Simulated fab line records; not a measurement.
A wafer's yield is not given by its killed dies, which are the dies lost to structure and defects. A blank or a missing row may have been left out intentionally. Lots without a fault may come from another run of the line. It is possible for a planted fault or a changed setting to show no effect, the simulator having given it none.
fab line records + flow ritCmos
record
- lots=6
- wafers=18
- lastDay=7
route steps=202 shown FOX2@24 NWELL@28 PWELL@39 WELLDRIVE@50 M1@202
lots that met no fault: from a run of the same line without faults
startH: hours from the record's first day to the start of the lot's first wafer shown + waitH: hours since the lot's step before + " unchanged from the row above + L1.1+2: one row covering several wafers at once + - no value, or no start given + * or withheld: withheld + < > ~ a bound
route shown NAME@n: names a module that has steps shown in the file, with the first one's number in the route + usual: mean/standard deviation taken from wafers without a fault + same: alike in all rows + chamber/n: place in a boat + sites: each site's reading + _std_site: their standard deviation + _edge_site: mean of outer sites minus mean of inner sites + radiusMm: for every site, how far away it sits from the centre of the wafer + mask NAME#n: copy n + behind: tool/chamber where the wafer was last shaped + hold: cause of the lot's hold/its duration in hours/its outcome + device: the transistor (n, p or np) that didn't switch + end of line: the same wafers' tests at the end of the route + a step given without rows: its recipe and nothing more + killed: dies that structure and defects cost at the first sort, which is not the same as the wafer's yield + map: per-die view of a wafer (x killed, . not killed, _ where there is no die)
set.NAME: setting as actually run; set.NAME@STEP: the setting as run at that earlier step + model.NAME: the simulator's own value behind a step, which no gauge read
lots at selected steps of the route; one table per step, one row per wafer
services: the hour from which a tool's chamber was out of use, counted from the record's first day as startH (under 0 if before that day), plus the number of hours and why
## steps
# step RIT_FOX2_THK_MEAS_01
# recipe
- reads=SiO2_of_FOX2_OXIDATION_00
# usual
- FOX2_OXIDE_THK=348/6.3
| lot.wafer | tool         | chamber | startH | waitH | FOX2_OXIDE_THK[nm] |
|-----------|--------------|---------|--------|-------|--------------------|
| L946.1    | filmMetro-03 | -       | 70.07  | 0.0   | 337                |
| L946.2    | "            | -       | "      | "     | 333                |
| L946.3    | "            | -       | "      | "     | 338                |
| L947.3    | filmMetro-02 | -       | 74.91  | 0.0   | 356                |
| L947.4    | "            | -       | "      | "     | 354                |
| L947.5    | "            | -       | "      | "     | 351                |
| L949.1    | filmMetro-04 | -       | 86.62  | 0.0   | 345                |
| L949.3    | "            | -       | "      | "     | 347                |
| L949.5    | "            | -       | "      | "     | 343                |
| L955.1    | filmMetro-04 | -       | 120.11 | 0.0   | 353                |
| L955.2    | "            | -       | "      | "     | 354                |
| L955.4    | "            | -       | "      | "     | 353                |
| L958.1    | filmMetro-03 | -       | 131.74 | 0.0   | 344                |
| L958.2    | "            | -       | "      | "     | 338                |
| L958.5    | "            | -       | "      | "     | 344                |
| L959.1    | filmMetro-03 | -       | 134.43 | 0.0   | 343                |
| L959.2    | "            | -       | "      | "     | 339                |
| L959.6    | "            | -       | "      | "     | 342                |
# step RIT_FOX2_CLEAN_02
# recipe
- chemistry=dHF
- dilution=50:1
- timeS=180
# step RIT_FOX2_WET_ETCH_03
# recipe
- chemistry=H3PO4
- target=Si3N4
- targetDepthNm=195
- tempC=165
- timeS=2700
# step RIT_FOX2_THK_MEAS_90
# recipe
- reads=SiO2_of_FOX2_OXIDATION_00
# usual
- FIELD_OXIDE_LEFT_1_THK=321/6.3
| lot.wafer | tool         | chamber | startH | waitH | FIELD_OXIDE_LEFT_1_THK[nm] |
|-----------|--------------|---------|--------|-------|----------------------------|
| L946.1    | filmMetro-02 | -       | 70.95  | 0.0   | 310                        |
| L946.2    | "            | -       | "      | "     | 305                        |
| L946.3    | "            | -       | "      | "     | 311                        |
| L947.3    | filmMetro-03 | -       | 75.86  | 0.0   | 328                        |
| L947.4    | "            | -       | "      | "     | 326                        |
| L947.5    | "            | -       | "      | "     | 323                        |
| L949.1    | filmMetro-02 | -       | 87.64  | 0.0   | 317                        |
| L949.3    | "            | -       | "      | "     | 319                        |
| L949.5    | "            | -       | "      | "     | 315                        |
| L955.1    | filmMetro-02 | -       | 120.98 | 0.0   | 326                        |
| L955.2    | "            | -       | "      | "     | 327                        |
| L955.4    | "            | -       | "      | "     | 326                        |
| L958.1    | filmMetro-04 | -       | 133.38 | 0.0   | 316                        |
| L958.2    | "            | -       | "      | "     | 310                        |
| L958.5    | "            | -       | "      | "     | 317                        |
| L959.1    | filmMetro-03 | -       | 136.07 | 0.0   | 315                        |
| L959.2    | "            | -       | "      | "     | 312                        |
| L959.6    | "            | -       | "      | "     | 315                        |
# step RIT_NWELL_HMDS_00
# recipe
- primeTimeS=60
- primeTempC=140
# step RIT_NWELL_COAT_01
# recipe
- resist=NOVOLAK
- spinRpm=2000
- resistThkNm=1300
# step RIT_NWELL_SOFTBAKE_02
# recipe
- resist=NOVOLAK
- tempC=90
- timeS=60
# step RIT_NWELL_EXPOSE_03
# recipe
- maskId=M2
- na=0.57
- targetCdNm=43900
- doseMj=250
# step RIT_NWELL_PEB_04
# recipe
- resist=NOVOLAK
- tempC=withheld
- timeS=withheld
# step RIT_NWELL_DEVELOP_05
# recipe
- resist=NOVOLAK
- developTimeS=68
- devTempC=23
# step RIT_NWELL_OVL_MEAS_06
# usual
- NWELL_OVL=0.2/1.4
| lot.wafer | tool       | chamber | startH | waitH | NWELL_OVL[nm] |
|-----------|------------|---------|--------|-------|---------------|
| L946.1    | overlay-01 | -       | 72.01  | -     | 2.0           |
| L946.2    | "          | -       | "      | "     | 0.3           |
| L946.3    | "          | -       | "      | "     | 1.2           |
| L947.3    | overlay-02 | -       | 76.92  | -     | 2.7           |
| L947.4    | "          | -       | "      | "     | 0.9           |
| L947.5    | "          | -       | "      | "     | -0.6          |
| L949.1    | overlay-01 | -       | 88.82  | -     | -0.7          |
| L949.3    | "          | -       | "      | "     | 0.1           |
| L949.5    | "          | -       | "      | "     | -1.0          |
| L955.1    | overlay-02 | -       | 122.05 | -     | -0.3          |
| L955.2    | "          | -       | "      | "     | 0.5           |
| L955.4    | "          | -       | "      | "     | 0.6           |
| L958.1    | overlay-01 | -       | 134.78 | -     | -1.0          |
| L958.2    | "          | -       | "      | "     | -0.9          |
| L958.5    | "          | -       | "      | "     | 1.3           |
| L959.1    | overlay-01 | -       | 137.13 | -     | 0.9           |
| L959.2    | "          | -       | "      | "     | 1.9           |
| L959.6    | "          | -       | "      | "     | 1.7           |
# step RIT_NWELL_HARDBAKE_07
# recipe
- resist=NOVOLAK
- tempC=140
- timeS=120
# step RIT_NWELL_IMPLANT_08
# recipe
- species=P
- energyKev=170
- doseCm2=5e+13
- tiltDeg=7
# usual
- beamEnergyKeV=169.99/0.051
- doseIonsCm2=5e+13/5e+10
- faradayCurrentUA=159/3.4
| lot.wafer | tool         | chamber | startH | waitH | beamEnergyKeV | doseIonsCm2 | faradayCurrentUA |
|-----------|--------------|---------|--------|-------|---------------|-------------|------------------|
| L946.1    | implanter-03 | 0       | 72.30  | 0.2   | 169.94        | 5.008e+13   | 158              |
| L946.2    | "            | 0       | "      | "     | 169.91        | 5.006e+13   | 156              |
| L946.3    | "            | 0       | "      | "     | 169.94        | 5.002e+13   | 159              |
| L947.3    | implanter-03 | 0       | 77.25  | 0.2   | 169.95        | 8.006e+13   | 247              |
| L947.4    | "            | 0       | "      | "     | 169.89        | 7.996e+13   | 257              |
| L947.5    | "            | 0       | "      | "     | 169.89        | 8.006e+13   | 255              |
| L949.1    | implanter-03 | 0       | 89.11  | 0.2   | 169.94        | 7.999e+13   | 259              |
| L949.3    | "            | 0       | "      | "     | 169.98        | 7.995e+13   | 249              |
| L949.5    | "            | 0       | "      | "     | 170.08        | 7.999e+13   | 250              |
| L955.1    | implanter-02 | 0       | 122.33 | 0.2   | 170.01        | 4.993e+13   | 161              |
| L955.2    | "            | 0       | "      | "     | 169.97        | 5.001e+13   | 155              |
| L955.4    | "            | 0       | "      | "     | 169.98        | 5.003e+13   | 167              |
| L958.1    | implanter-02 | 0       | 135.06 | 0.2   | 170.02        | 4.999e+13   | 163              |
| L958.2    | "            | 0       | "      | "     | 170.04        | 4.997e+13   | 164              |
| L958.5    | "            | 0       | "      | "     | 170.01        | 4.997e+13   | 154              |
| L959.1    | implanter-02 | 0       | 137.42 | 0.2   | 170.05        | 5.005e+13   | 159              |
| L959.2    | "            | 0       | "      | "     | 170.01        | 5.005e+13   | 158              |
| L959.6    | "            | 0       | "      | "     | 170.02        | 5.01e+13    | 157              |
# step RIT_NWELL_STRIP_09
# recipe
- chemistry=O2
- timeS=180
- resist=NOVOLAK
- platenTempC=withheld
- powerW=500
- pressureMtorr=4000
- o2FlowSccm=4000
# usual
- drypumpMotorCurrentA=5.5/0.6
- o2FlowSccm=3999/11
| lot.wafer | tool           | chamber | startH | waitH | drypumpMotorCurrentA | o2FlowSccm | rfHoursCounterH |
|-----------|----------------|---------|--------|-------|----------------------|------------|-----------------|
| L946.1    | plasmaAsher-04 | 0       | 72.45  | 0.1   | 5.0                  | 4007       | 44              |
| L946.2    | "              | 1       | "      | "     | 6.5                  | 4014       | 44              |
| L946.3    | "              | 0       | "      | "     | 5.0                  | 4010       | -               |
| L947.3    | plasmaAsher-02 | 0       | 77.40  | 0.1   | 5.3                  | 3995       | -               |
| L947.4    | "              | 1       | "      | "     | 6.1                  | 4008       | -               |
| L947.5    | "              | 1       | "      | "     | 6.1                  | 3996       | -               |
| L949.1    | plasmaAsher-04 | 0       | 89.26  | 0.1   | 5.0                  | 4001       | 46              |
| L949.3    | "              | 0       | "      | "     | 5.0                  | 3972       | -               |
| L949.5    | "              | 1       | "      | "     | 6.6                  | 3996       | -               |
| L955.1    | plasmaAsher-01 | 1       | 122.48 | 0.1   | 4.8                  | 3992       | 33              |
| L955.2    | "              | 0       | "      | "     | 5.2                  | 4009       | 33              |
| L955.4    | "              | 0       | "      | "     | 5.2                  | 4003       | -               |
| L958.1    | plasmaAsher-01 | 1       | 135.21 | 0.1   | 4.8                  | 3989       | 34              |
| L958.2    | "              | 0       | "      | "     | 5.2                  | 4005       | 34              |
| L958.5    | "              | 0       | "      | "     | 5.2                  | 3987       | -               |
| L959.1    | plasmaAsher-04 | 0       | 137.57 | 0.1   | 5.0                  | 3999       | 50              |
| L959.2    | "              | 1       | "      | "     | 6.6                  | 4021       | 50              |
| L959.6    | "              | 0       | "      | "     | 5.0                  | 4005       | -               |
# step RIT_NWELL_TW_MEAS_10
# usual
- NWELL_TW=2136/13
| lot.wafer | tool         | chamber | startH | waitH | NWELL_TW |
|-----------|--------------|---------|--------|-------|----------|
| L946.1    | filmMetro-03 | -       | 72.68  | 0.2   | 2121     |
| L946.2    | "            | -       | "      | "     | 2128     |
| L946.3    | "            | -       | "      | "     | 2114     |
| L947.3    | filmMetro-01 | -       | 77.54  | 0.1   | 2457     |
| L947.4    | "            | -       | "      | "     | 2455     |
| L947.5    | "            | -       | "      | "     | 2468     |
| L949.1    | filmMetro-04 | -       | 89.43  | 0.1   | 2486     |
| L949.3    | "            | -       | "      | "     | 2478     |
| L949.5    | "            | -       | "      | "     | 2473     |
| L955.1    | filmMetro-03 | -       | 122.66 | 0.1   | 2126     |
| L955.2    | "            | -       | "      | "     | 2131     |
| L955.4    | "            | -       | "      | "     | 2123     |
| L958.1    | filmMetro-04 | -       | 135.39 | 0.1   | 2140     |
| L958.2    | "            | -       | "      | "     | 2146     |
| L958.5    | "            | -       | "      | "     | 2137     |
| L959.1    | filmMetro-04 | -       | 137.74 | 0.1   | 2139     |
| L959.2    | "            | -       | "      | "     | 2146     |
| L959.6    | "            | -       | "      | "     | 2146     |
# step RIT_PWELL_HMDS_00
# recipe
- primeTimeS=60
- primeTempC=140
# step RIT_PWELL_COAT_01
# recipe
- resist=NOVOLAK
- spinRpm=2000
- resistThkNm=1300
# step RIT_PWELL_SOFTBAKE_02
# recipe
- resist=NOVOLAK
- tempC=90
- timeS=60
# step RIT_PWELL_EXPOSE_03
# recipe
- maskId=M3
- na=0.57
- targetCdNm=43700
- doseMj=250
# step RIT_PWELL_PEB_04
# recipe
- resist=NOVOLAK
- tempC=withheld
- timeS=withheld
# step RIT_PWELL_DEVELOP_05
# recipe
- resist=NOVOLAK
- developTimeS=68
- devTempC=23
# step RIT_PWELL_OVL_MEAS_06
# usual
- PWELL_OVL=-0.2/1.6
| lot.wafer | tool       | chamber | startH | waitH | PWELL_OVL[nm] |
|-----------|------------|---------|--------|-------|---------------|
| L946.1    | overlay-01 | -       | 73.74  | -     | 2.0           |
| L946.2    | "          | -       | "      | "     | 0.3           |
| L946.3    | "          | -       | "      | "     | 0.4           |
| L947.3    | overlay-01 | -       | 78.60  | -     | -0.2          |
| L947.4    | "          | -       | "      | "     | -1.6          |
| L947.5    | "          | -       | "      | "     | 0.9           |
| L949.1    | overlay-01 | -       | 90.50  | -     | 0.6           |
| L949.3    | "          | -       | "      | "     | -0.3          |
| L949.5    | "          | -       | "      | "     | -0.4          |
| L955.1    | overlay-01 | -       | 123.60 | -     | 3.3           |
| L955.2    | "          | -       | "      | "     | 2.7           |
| L955.4    | "          | -       | "      | "     | 4.0           |
| L958.1    | overlay-02 | -       | 136.45 | -     | 0.0           |
| L958.2    | "          | -       | "      | "     | -0.1          |
| L958.5    | "          | -       | "      | "     | 1.4           |
| L959.1    | overlay-02 | -       | 138.68 | -     | 1.3           |
| L959.2    | "          | -       | "      | "     | 1.9           |
| L959.6    | "          | -       | "      | "     | 2.0           |
# step RIT_PWELL_HARDBAKE_07
# recipe
- resist=NOVOLAK
- tempC=140
- timeS=120
# step RIT_PWELL_IMPLANT_08
# recipe
- species=B
- energyKev=170
- doseCm2=7e+13
- tiltDeg=7
# step RIT_PWELL_STRIP_09
# recipe
- chemistry=O2
- timeS=180
- resist=NOVOLAK
- platenTempC=withheld
- powerW=500
- pressureMtorr=4000
- o2FlowSccm=4000
# usual
- drypumpMotorCurrentA=5.7/0.65
- o2FlowSccm=4000/11
| lot.wafer | tool           | chamber | startH | waitH | drypumpMotorCurrentA | o2FlowSccm | rfHoursCounterH |
|-----------|----------------|---------|--------|-------|----------------------|------------|-----------------|
| L946.1    | plasmaAsher-04 | 1       | 74.50  | 0.1   | 6.5                  | 3985       | 44              |
| L946.2    | "              | 0       | "      | "     | 4.9                  | 3999       | 44              |
| L946.3    | "              | 0       | "      | "     | 4.9                  | 4016       | -               |
| L947.3    | plasmaAsher-03 | 1       | 79.08  | 0.1   | 5.0                  | 3993       | -               |
| L947.4    | "              | 0       | "      | "     | 6.3                  | 4003       | -               |
| L947.5    | "              | 0       | "      | "     | 6.3                  | 3995       | -               |
| L949.1    | plasmaAsher-04 | 1       | 90.93  | 0.1   | 6.5                  | 4004       | 46              |
| L949.3    | "              | 0       | "      | "     | 5.0                  | 4008       | -               |
| L949.5    | "              | 0       | "      | "     | 5.0                  | 4026       | -               |
| L955.1    | plasmaAsher-04 | 1       | 124.04 | 0.1   | 6.6                  | 3996       | 49              |
| L955.2    | "              | 0       | "      | "     | 5.0                  | 4006       | 49              |
| L955.4    | "              | 1       | "      | "     | 6.6                  | 4023       | -               |
| L958.1    | plasmaAsher-02 | 1       | 136.89 | 0.1   | 6.2                  | 4015       | 2               |
| L958.2    | "              | 0       | "      | "     | 5.3                  | 4009       | 2               |
| L958.5    | "              | 0       | "      | "     | 5.3                  | 4003       | -               |
| L959.1    | plasmaAsher-02 | 0       | 139.12 | 0.1   | 5.3                  | 3988       | 2               |
| L959.2    | "              | 1       | "      | "     | 6.2                  | 3994       | 2               |
| L959.6    | "              | 1       | "      | "     | 6.2                  | 3988       | -               |
# step RIT_PWELL_TW_MEAS_10
# usual
- PWELL_TW=949/5.4
| lot.wafer | tool         | chamber | startH | waitH | PWELL_TW |
|-----------|--------------|---------|--------|-------|----------|
| L946.1    | filmMetro-03 | -       | 74.68  | 0.1   | 942      |
| L946.2    | "            | -       | "      | "     | 940      |
| L946.3    | "            | -       | "      | "     | 938      |
| L947.3    | filmMetro-04 | -       | 79.22  | 0.1   | 946      |
| L947.4    | "            | -       | "      | "     | 947      |
| L947.5    | "            | -       | "      | "     | 943      |
| L949.1    | filmMetro-04 | -       | 91.11  | 0.1   | 946      |
| L949.3    | "            | -       | "      | "     | 949      |
| L949.5    | "            | -       | "      | "     | 951      |
| L955.1    | filmMetro-03 | -       | 124.21 | 0.1   | 947      |
| L955.2    | "            | -       | "      | "     | 944      |
| L955.4    | "            | -       | "      | "     | 950      |
| L958.1    | filmMetro-01 | -       | 137.07 | 0.1   | 944      |
| L958.2    | "            | -       | "      | "     | 945      |
| L958.5    | "            | -       | "      | "     | 942      |
| L959.1    | filmMetro-04 | -       | 139.29 | 0.1   | 958      |
| L959.2    | "            | -       | "      | "     | 951      |
| L959.6    | "            | -       | "      | "     | 957      |
# step RIT_WELLDRIVE_ANNEAL_00
# recipe
- tempC=1100
- timeS=14700
- ambient=N2
# step RIT_WELLDRIVE_RS_MEAS_01
# recipe
- thkMeasGauge=four-point-probe
# usual
- NWELL_RS=275.1/0.76
| lot.wafer | tool         | chamber | startH | waitH | NWELL_RS[ohm/sq] |
|-----------|--------------|---------|--------|-------|------------------|
| L946.1    | filmMetro-04 | -       | 79.82  | 0.0   | 275.9            |
| L946.2    | "            | -       | "      | "     | 275.2            |
| L946.3    | "            | -       | "      | "     | 275.8            |
| L947.3    | filmMetro-03 | -       | 84.95  | 0.0   | 208.3            |
| L947.4    | "            | -       | "      | "     | 208.0            |
| L947.5    | "            | -       | "      | "     | 207.5            |
| L949.1    | filmMetro-03 | -       | 97.47  | 0.0   | 207.2            |
| L949.3    | "            | -       | "      | "     | 207.5            |
| L949.5    | "            | -       | "      | "     | 207.2            |
| L955.1    | filmMetro-01 | -       | 129.35 | 0.0   | 275.3            |
| L955.2    | "            | -       | "      | "     | 275.4            |
| L955.4    | "            | -       | "      | "     | 274.9            |
| L958.1    | filmMetro-04 | -       | 142.30 | 0.0   | 275.9            |
| L958.2    | "            | -       | "      | "     | 275.5            |
| L958.5    | "            | -       | "      | "     | 275.0            |
| L959.1    | filmMetro-04 | -       | 144.44 | 0.0   | 275.6            |
| L959.2    | "            | -       | "      | "     | 274.4            |
| L959.6    | "            | -       | "      | "     | 273.7            |
# step RIT_WELLDRIVE_RS_MEAS_02
# recipe
- thkMeasGauge=four-point-probe
# usual
- PWELL_RS=428.7/1
| lot.wafer | tool         | chamber | startH | waitH | PWELL_RS[ohm/sq] |
|-----------|--------------|---------|--------|-------|------------------|
| L946.1    | filmMetro-04 | -       | 79.94  | 0.1   | 426.9            |
| L946.2    | "            | -       | "      | "     | 427.7            |
| L946.3    | "            | -       | "      | "     | 428.7            |
| L947.3    | filmMetro-03 | -       | 85.07  | 0.1   | 428.7            |
| L947.4    | "            | -       | "      | "     | 429.0            |
| L947.5    | "            | -       | "      | "     | 428.7            |
| L949.1    | filmMetro-03 | -       | 97.59  | 0.1   | 428.5            |
| L949.3    | "            | -       | "      | "     | 428.3            |
| L949.5    | "            | -       | "      | "     | 431.4            |
| L955.1    | filmMetro-01 | -       | 129.47 | 0.1   | 428.0            |
| L955.2    | "            | -       | "      | "     | 428.9            |
| L955.4    | "            | -       | "      | "     | 429.2            |
| L958.1    | filmMetro-04 | -       | 142.42 | 0.1   | 430.7            |
| L958.2    | "            | -       | "      | "     | 429.9            |
| L958.5    | "            | -       | "      | "     | 430.6            |
| L959.1    | filmMetro-04 | -       | 144.56 | 0.1   | 427.5            |
| L959.2    | "            | -       | "      | "     | 426.7            |
| L959.6    | "            | -       | "      | "     | 427.4            |
# step RIT_M1_PROBE_99
# usual
- killed_at_M0_to_M3=0.0/0.12
- killedAtContacts=0.1/0.24
- killedAtFrontEnd=6.6/2.7
- killedDies=6.6/2.7
- killedOpen=3.3/1.8
- killedShort=3.4/1.9
# same
- grossDies=264
- killed_at_M4_up=0
- killedAtBackSide=0
- killedAtOther=0
| lot.wafer | tool      | chamber | startH | waitH | killed_at_M0_to_M3 | killedAtContacts | killedAtFrontEnd | killedDies | killedOpen | killedShort | model.etest.pmos_0p3.rOnOhmUm | model.etest.pmosTurned.rOnOhmUm | model.etest.pmos_0p15.rOnOhmUm | model.etest.nwellPinched.rsOhmSq | model.etest.wellEdgeLeft.lineOhmUm | model.etest.wellEdgeRight.lineOhmUm | model.etest.pmos_0p15.driveUaUm | model.etest.pmosTurned.driveUaUm |
|-----------|-----------|---------|--------|-------|--------------------|------------------|------------------|------------|------------|-------------|-------------------------------|---------------------------------|--------------------------------|----------------------------------|------------------------------------|-------------------------------------|---------------------------------|----------------------------------|
| L946.1    | prober-01 | -       | 109.54 | 0.1   | 0                  | 0                | 10               | 10         | 3          | 7           | 6414                          | 3526                            | 2841                           | 340.6                            | 184.2                              | 184.9                               | 251.2                           | 182.9                            |
| L946.2    | prober-01 | -       | 109.59 | 0.1   | 0                  | 0                | 3                | 3          | 3          | 0           | 6453                          | 3540                            | 2813                           | 338.1                            | 181.4                              | 182.6                               | 249.7                           | 181.4                            |
| L946.3    | prober-01 | -       | 109.64 | 0.2   | 0                  | 0                | 4                | 4          | 0          | 4           | 6485                          | 3466                            | 2827                           | 340.3                            | 182.7                              | 181.1                               | 249.6                           | 188.2                            |
| L947.3    | prober-02 | -       | 117.08 | 0.2   | 0                  | 0                | 8                | 8          | 3          | 5           | 7085                          | 3901                            | 3033                           | 251.3                            | 130.7                              | 131.8                               | 220.2                           | 149.7                            |
| L947.4    | prober-02 | -       | 117.13 | 0.2   | 0                  | 0                | 11               | 11         | 6          | 5           | 7045                          | 3849                            | 2959                           | 250.2                            | 131.1                              | 130.6                               | 222.3                           | 155                              |
| L947.5    | prober-02 | -       | 117.18 | 0.2   | 1                  | 0                | 8                | 9          | 8          | 1           | 6988                          | 3921                            | 2996                           | 250.9                            | 132.1                              | 132.1                               | 223.7                           | 150.5                            |
| L949.1    | prober-02 | -       | 136.05 | 0.1   | 0                  | 0                | 7                | 7          | 5          | 2           | 6756                          | 3720                            | 2891                           | 248.4                            | 132.7                              | 129.8                               | 234.8                           | 163.1                            |
| L949.3    | prober-02 | -       | 136.15 | 0.2   | 0                  | 0                | 5                | 5          | 3          | 2           | 6837                          | 3840                            | 3015                           | 249.2                            | 131                                | 130.8                               | 223.9                           | 157.5                            |
| L949.5    | prober-02 | -       | 136.25 | 0.2   | 0                  | 0                | 5                | 5          | 2          | 3           | 6944                          | 3984                            | 3094                           | 248.8                            | 132.2                              | 129.2                               | 214.4                           | 148.2                            |
| L955.1    | prober-02 | -       | 160.90 | 0.1   | 0                  | 0                | 7                | 7          | 3          | 4           | 6365                          | 3535                            | 2852                           | 337.9                            | 183.6                              | 182.2                               | 247.1                           | 184.6                            |
| L955.2    | prober-02 | -       | 160.95 | 0.1   | 0                  | 0                | 10               | 10         | 6          | 4           | 6326                          | 3507                            | 2854                           | 336.7                            | 182.7                              | 183.7                               | 245.9                           | 185.3                            |
| L955.4    | prober-02 | -       | 161.05 | 0.2   | 0                  | 0                | 11               | 11         | 6          | 5           | 6501                          | 3658                            | 2932                           | 333.2                            | 184.2                              | 182.5                               | 238.8                           | 175.2                            |
| L958.1    | prober-01 | -       | 171.90 | 0.1   | 0                  | 1                | 3                | 4          | 1          | 3           | 6623                          | 3652                            | 2884                           | 339.6                            | 180.1                              | 181.8                               | 243.2                           | 174.2                            |
| L958.2    | prober-01 | -       | 171.95 | 0.1   | 0                  | 0                | 3                | 3          | 1          | 2           | 6564                          | 3706                            | 2886                           | 335.7                            | 183.3                              | 183.1                               | 241.4                           | 169.4                            |
| L958.5    | prober-01 | -       | 172.10 | 0.2   | 0                  | 0                | 6                | 6          | 3          | 3           | 6680                          | 3762                            | 2953                           | 339                              | 182.8                              | 183.5                               | 238.7                           | 164.1                            |
| L959.1    | prober-02 | -       | 173.53 | 0.1   | 0                  | 0                | 6                | 6          | 4          | 2           | 6474                          | 3595                            | 2923                           | 332.4                            | 182                                | 180.6                               | 236.6                           | 181.3                            |
| L959.2    | prober-02 | -       | 173.58 | 0.1   | 0                  | 0                | 7                | 7          | 4          | 3           | 6460                          | 3552                            | 2925                           | 338.3                            | 183.1                              | 184.5                               | 239.2                           | 182.3                            |
| L959.6    | prober-02 | -       | 173.78 | 0.2   | 0                  | 0                | 4                | 4          | 2          | 2           | 6402                          | 3609                            | 2937                           | 338.2                            | 182.5                              | 182.5                               | 235.4                           | 182.2                            |
# killed by level:class
L946.1 REOX:geometricParticle:short=5 REOX:geometricParticle:open=2 FOX1:geometricParticle:short=1 GATE:geometricParticle:open=1 SPACER:geometricParticle:short=1
L946.2 REOX:geometricParticle:open=2 FOX2:geometricParticle:open=1
L946.3 FOX1:geometricParticle:short=2 FOX2:geometricParticle:short=1 SPACER:geometricParticle:short=1
L947.3 SILICIDE:geometricParticle:open=3 GATE:geometricParticle:short=2 SPACER:geometricParticle:short=2 SILICIDE:geometricParticle:short=1
L947.4 GATE:geometricParticle:open=3 REOX:geometricParticle:short=2 SPACER:geometricParticle:short=2 FOX2:geometricParticle:open=1 SPACER:geometricParticle:open=1 SILICIDE:geometricParticle:open=1 SILICIDE:geometricParticle:short=1
L947.5 SILICIDE:geometricParticle:open=3 FOX2:geometricParticle:open=2 SPACER:geometricParticle:open=2 GATE:geometricParticle:open=1 M1:geometricParticle:short=1
L949.1 GATE:geometricParticle:open=4 GATE:geometricParticle:short=1 SPACER:geometricParticle:open=1 SILICIDE:geometricParticle:short=1
L949.3 FOX1:geometricParticle:open=2 GATE:geometricParticle:open=1 GATE:geometricParticle:short=1 SILICIDE:geometricParticle:short=1
L949.5 FOX1:geometricParticle:open=1 FOX2:geometricParticle:short=1 GATE:geometricParticle:short=1 GATE:geometricParticle:open=1 SPACER:geometricParticle:short=1
L955.1 SILICIDE:geometricParticle:open=2 SILICIDE:geometricParticle:short=1 FOX2:geometricParticle:short=1 FOX2:geometricParticle:open=1 GATE:geometricParticle:short=1 REOX:geometricParticle:short=1
L955.2 FOX1:geometricParticle:open=2 FOX2:geometricParticle:short=2 FOX2:geometricParticle:open=1 GATE:geometricParticle:open=1 GATE:geometricParticle:short=1 REOX:geometricParticle:short=1 REOX:geometricParticle:open=1 SILICIDE:geometricParticle:open=1
L955.4 FOX1:geometricParticle:open=2 GATE:geometricParticle:open=2 GATE:geometricParticle:short=2 REOX:geometricParticle:short=2 FOX1:geometricParticle:short=1 REOX:geometricParticle:open=1 SILICIDE:geometricParticle:open=1
L958.1 FOX2:geometricParticle:short=1 GATE:geometricParticle:short=1 GATE:geometricParticle:open=1 CONTACT:geometricParticle:short=1
L958.2 FOX1:geometricParticle:short=1 SPACER:geometricParticle:short=1 SILICIDE:geometricParticle:open=1
L958.5 FOX1:geometricParticle:short=2 GATE:geometricParticle:open=2 REOX:geometricParticle:short=1 REOX:geometricParticle:open=1
L959.1 SPACER:geometricParticle:open=2 GATE:geometricParticle:open=1 GATE:geometricParticle:short=1 SPACER:geometricParticle:short=1 SILICIDE:geometricParticle:open=1
L959.2 FOX1:geometricParticle:open=1 GATE:geometricParticle:open=1 REOX:geometricParticle:open=1 REOX:geometricParticle:short=1 SPACER:geometricParticle:short=1 SPACER:geometricParticle:open=1 SILICIDE:geometricParticle:short=1
L959.6 FOX2:geometricParticle:open=2 FOX2:geometricParticle:short=1 GATE:geometricParticle:short=1
## services
| tool           | chamber | startH | hours | kind      |
|----------------|---------|--------|-------|-----------|
| implanter-02   | -       | 67.56  | 1.7   | repair    |
| plasmaAsher-01 | -       | 73.99  | 2.6   | repair    |
| implanter-02   | -       | 86.41  | 3.6   | repair    |
| implanter-02   | -       | 90.02  | 4.2   | pm        |
| plasmaAsher-02 | -       | 108.75 | 9.0   | pm        |
| plasmaAsher-02 | 0       | 108.75 | 9.0   | ventCycle |
| plasmaAsher-02 | 1       | 108.75 | 9.0   | ventCycle |
| plasmaAsher-03 | -       | 111.94 | 2.0   | repair    |
| plasmaAsher-02 | 0       | 117.75 | -     | clean     |
| plasmaAsher-02 | 1       | 117.75 | -     | clean     |
| plasmaAsher-01 | -       | 137.35 | 4.3   | pm        |
## key
firstSign
- step=RIT_NWELL_IMPLANT_08
- reading=doseIonsCm2
- direction=up
- sigmas=99+
- usual=5e+13
- struck=8e+13
effect
- step=RIT_NWELL_IMPLANT_08
- reading=faradayCurrentUA
- direction=up
- sigmas=27
- usual=159
- struck=253
effect
- step=RIT_NWELL_TW_MEAS_10
- reading=NWELL_TW
- direction=up
- sigmas=26
- usual=2136
- struck=2469
effect
- step=RIT_WELLDRIVE_RS_MEAS_01
- reading=NWELL_RS
- direction=down
- sigmas=89
- usual=275.1
- struck=207.6
modelEffect
- step=RIT_M1_PROBE_99
- value=etest.pmos_0p3.rOnOhmUm
- without=6340
- struck=6943
metAt RIT_NWELL_IMPLANT_08
struckWafers L947.3,L947.4,L947.5,L949.1,L949.3,L949.5
testerLeftOut L947,L949
onsetBetween 72.30 77.25
fault
- kind=processParameterDrift
- tool=implanter-03
- chamber=-
- onsetH=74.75
- steps=RIT_NWELL_IMPLANT_08
- channel=doseCm2
- offset=3e+13
- shape=step
- endH=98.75
- actsIn=theseRecipesOnly
- stated=5e+13
# testerLeftOut: of these lots the tester's yield and bins aren't shown, on N5 and GAA mostly nor the transistor test; their killed dies are dies lost to structure and defects alone, not to doping, threshold or leakage, so they don't give the yield
